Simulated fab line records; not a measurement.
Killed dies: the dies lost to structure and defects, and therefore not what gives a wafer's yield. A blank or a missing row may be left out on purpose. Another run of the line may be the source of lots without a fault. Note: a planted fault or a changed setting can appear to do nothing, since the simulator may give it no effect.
Struck lot and sound lot, side by side :: flow rit_cmos :: 16 steps out of a route of 202
Sound: wafers L940.1, L940.5, L940.6. Wafers struck: L939.1, L939.5, L939.6. The cause comes at the end.
Each step with rows lists, per side, the tool, then ch with its chambers, then its first start. Under that, the readings that differ: sound wafers :: struck wafers :: difference of the means :: sigmas: that difference in standard deviations of wafers without a fault.
alike: readings with means less than 2 such deviations apart, plus words and numbers identical on both sides. not compared: withheld readings, readings lacking a value on some wafer, bounds such as >300 that could conceal the same value, and numbers that have no deviation in the record and whose values overlap.
Wherever a step has rows on one side only, a row that says differs or no value, or a row with sigmas, the two part there. Numbers that have no deviation but don't overlap get no sigmas and don't part them. A reading missing from all wafers of one side parts the sides only when that side holds two or more wafers.

first, 4 steps without rows for these wafers: RIT_ACTIVE_SOFTBAKE_07 (time 60 s); RIT_ACTIVE_EXPOSE_08 (exposes mask M1, target cd 1400 nm); RIT_ACTIVE_PEB_09; RIT_ACTIVE_DEVELOP_10 (develop time 50 s).
RIT_ACTIVE_CD_MEAS_11: target cd 1400 nm.
  sound on cd_sem-02, day 4 12:26; struck on cd_sem-01, day 4 07:34
  alike: cd_nm
then, 1 step without rows for these wafers: RIT_ACTIVE_HARDBAKE_12 (time 60 s).
RIT_ACTIVE_ETCH_13: etches Si3N4 in SF6, stops on SiO2, time 210 s, target depth 210 nm.
  sound on rie_diel-01 ch 0,2,3, day 4 12:43; struck on rie_diel-01 ch 0,3, day 4 07:50
  alike: drypump_motor_current_A, oes_product_au, throttle_valve_pct
  not compared: rf_hours_counter_h
RIT_ACTIVE_STRIP_14: strips in O2, time 180 s.
  sound on plasma_asher-01 ch 0,1, day 4 12:50; struck on plasma_asher-02 ch 0,1, day 4 07:58
  alike: drypump_motor_current_A, o2_flow_sccm
  not compared: rf_hours_counter_h
RIT_ACTIVE_CD_MEAS_90: target cd 1400 nm.
  sound on cd_sem-01, day 4 13:01; struck on cd_sem-01, day 4 08:08
  alike: cd_nm
then, 3 steps without rows for these wafers: RIT_ACTIVE_CLEAN_15 (cleans in SC1, time 600 s); RIT_ACTIVE_CLEAN_16 (cleans in dHF, time 30 s); RIT_ACTIVE_CLEAN_17 (cleans in SC2, time 600 s).
RIT_FOX1_OXIDATION_00: target thk 350.7 nm, ox time 1130 s.
  sound on furnace-03 ch 0, day 4 13:34; struck on furnace-04 ch 0, day 4 08:44
reading: ox_time_s (s)
sound: 1130 1130 1130
struck: 1638.5 1638.5 1638.5
difference: +508.5
sigmas: 

reading: model.SiO2_of_FOX1_OXIDATION_00.thk_nm (nm)
sound: 350.8 351.6 352
struck: 440.9 438.5 435.7
difference: +86.9
sigmas: 
  alike: zone_power_load_pct
RIT_FOX1_THK_MEAS_01:
  sound on film_metro-02, day 4 14:53; struck on film_metro-02, day 4 10:02
reading: FOX1_OXIDE_THK (nm)
sound: 351 352 352
struck: 441 438 435
difference: +86
sigmas: +12
then, 1 step without rows for these wafers: RIT_FOX1_WET_ETCH_02 (etches SiO2 in BOE, target depth 350 nm, time 390 s).
RIT_M1_PROBE_99:
  sound on prober-02, day 6 08:40; struck on prober-01, day 6 08:41
reading: model.etest.nldd.width_nm (nm)
sound: 3142 3166 3143
struck: 3031 3020 3036
difference: -121
sigmas: 

reading: model.etest.pldd.width_nm (nm)
sound: 3150 3147 3168
struck: 3044 3012 3028
difference: -127
sigmas: 

reading: model.etest.nplus_sal.width_nm (nm)
sound: 3424 3443 3421
struck: 3352 3353 3347
difference: -79
sigmas: 

reading: model.etest.pplus_sal.width_nm (nm)
sound: 3425 3444 3428
struck: 3338 3350 3350
difference: -86
sigmas: 

reading: model.etest.nmos_narrow.drive_ua_um
sound: 215.2 218.8 215.1
struck: 189.8 185.9 189.1
difference: -28.1
sigmas: 

reading: model.etest.pmos_narrow.drive_ua_um
sound: 98.11 101.5 100.5
struck: 87.68 85.74 86.47
difference: -13.41
sigmas: 

reading: model.etest.field_p_metal.vt_v (V)
sound: -28.29 -27.96 -28.73
struck: -26 -26.81 -26.57
difference: +2
sigmas: 

reading: model.etest.field_p.vt_v (V)
sound: -12.5 -12.45 -12.46
struck: -12 -11.96 -11.91
difference: +1
sigmas: 
  alike: killed_at_front_end, killed_dies, killed_open, killed_short

## WHERE THEY PART
Only at RIT_FOX1_THK_MEAS_01, as far as this record shows. Later steps at which nothing parts them and some readings are alike: RIT_M1_PROBE_99.

WHY: what the simulator had put in
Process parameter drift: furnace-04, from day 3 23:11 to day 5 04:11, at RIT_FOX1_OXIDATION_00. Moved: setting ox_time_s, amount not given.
